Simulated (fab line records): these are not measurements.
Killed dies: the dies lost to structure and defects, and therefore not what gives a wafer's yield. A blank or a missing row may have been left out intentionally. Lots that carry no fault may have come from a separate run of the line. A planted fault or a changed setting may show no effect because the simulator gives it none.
Matching of chambers :: flow rit_cmos :: RIT_CONTACT_CVD_00 on pecvd-03: 3 sister chambers
The step deposits SiO2 from TEOS, target thk 400 nm, time 61 s. 14 wafers are shown with their chamber, then 7 later ones without.

## WAFERS PAIRED WITH THEIR CHAMBERS
wafer: L644.2
chamber: 0
heater_power_w (W): 301

wafer: L644.3
chamber: 1
heater_power_w (W): 447

wafer: L644.4
chamber: 0
heater_power_w (W): 318

wafer: L647.1
chamber: 2
heater_power_w (W): 387

wafer: L647.3
chamber: 1
heater_power_w (W): 399

wafer: L647.5
chamber: 1
heater_power_w (W): 435

wafer: L650.1
chamber: 2
heater_power_w (W): 382

wafer: L650.2
chamber: 1
heater_power_w (W): 357

wafer: L650.6
chamber: 0
heater_power_w (W): 351

wafer: L653.1
chamber: 0
heater_power_w (W): 294

wafer: L653.3
chamber: 1
heater_power_w (W): 462

wafer: L653.5
chamber: 1
heater_power_w (W): 335

wafer: L659.3
chamber: 0
heater_power_w (W): 376

wafer: L659.5
chamber: 0
heater_power_w (W): 276

SIGNATURES (averages over the wafers above)
reading: heater_power_w
chamber 0: 319.33
chamber 1: 405.83
chamber 2: 384.50
scatter within a chamber: 42.9
Rule: for a wafer and a chamber, the distance is found by dividing, reading by reading, the gap between the wafer's reading and the chamber's mean by the reading's scatter, squaring, summing and taking the root. The wafer belongs to the nearest chamber; if the next one is less than 2 further off, it can't be placed. The scatter is the square root of a quotient: the sum, over the shown wafers, of each reading's squared deviation from its chamber's mean, divided by wafers minus chambers.

## WAFERS MISSING THEIR CHAMBER
wafer: L659.6
heater_power_w (W): 440

wafer: L662.1
heater_power_w (W): 445

wafer: L662.2
heater_power_w (W): 370

wafer: L662.5
heater_power_w (W): 326

wafer: L665.1
heater_power_w (W): 356

wafer: L665.5
heater_power_w (W): 353

wafer: L665.6
heater_power_w (W): 382

## CHAMBER TAKEN BY EACH
wafer: L659.6
from the rows above: can't be placed: 1 or 2
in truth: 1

wafer: L662.1
from the rows above: can't be placed: 1 or 2
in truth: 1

wafer: L662.2
from the rows above: can't be placed: 2 or 1 or 0
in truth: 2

wafer: L662.5
from the rows above: can't be placed: 0 or 2 or 1
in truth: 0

wafer: L665.1
from the rows above: can't be placed: 2 or 0 or 1
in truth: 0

wafer: L665.5
from the rows above: can't be placed: 2 or 0 or 1
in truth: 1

wafer: L665.6
from the rows above: can't be placed: 2 or 1 or 0
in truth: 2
Correct placement for 0 of the 7. These rows do not allow placing 7 (true chamber among the candidates in 7). Wrongly placed: 0.
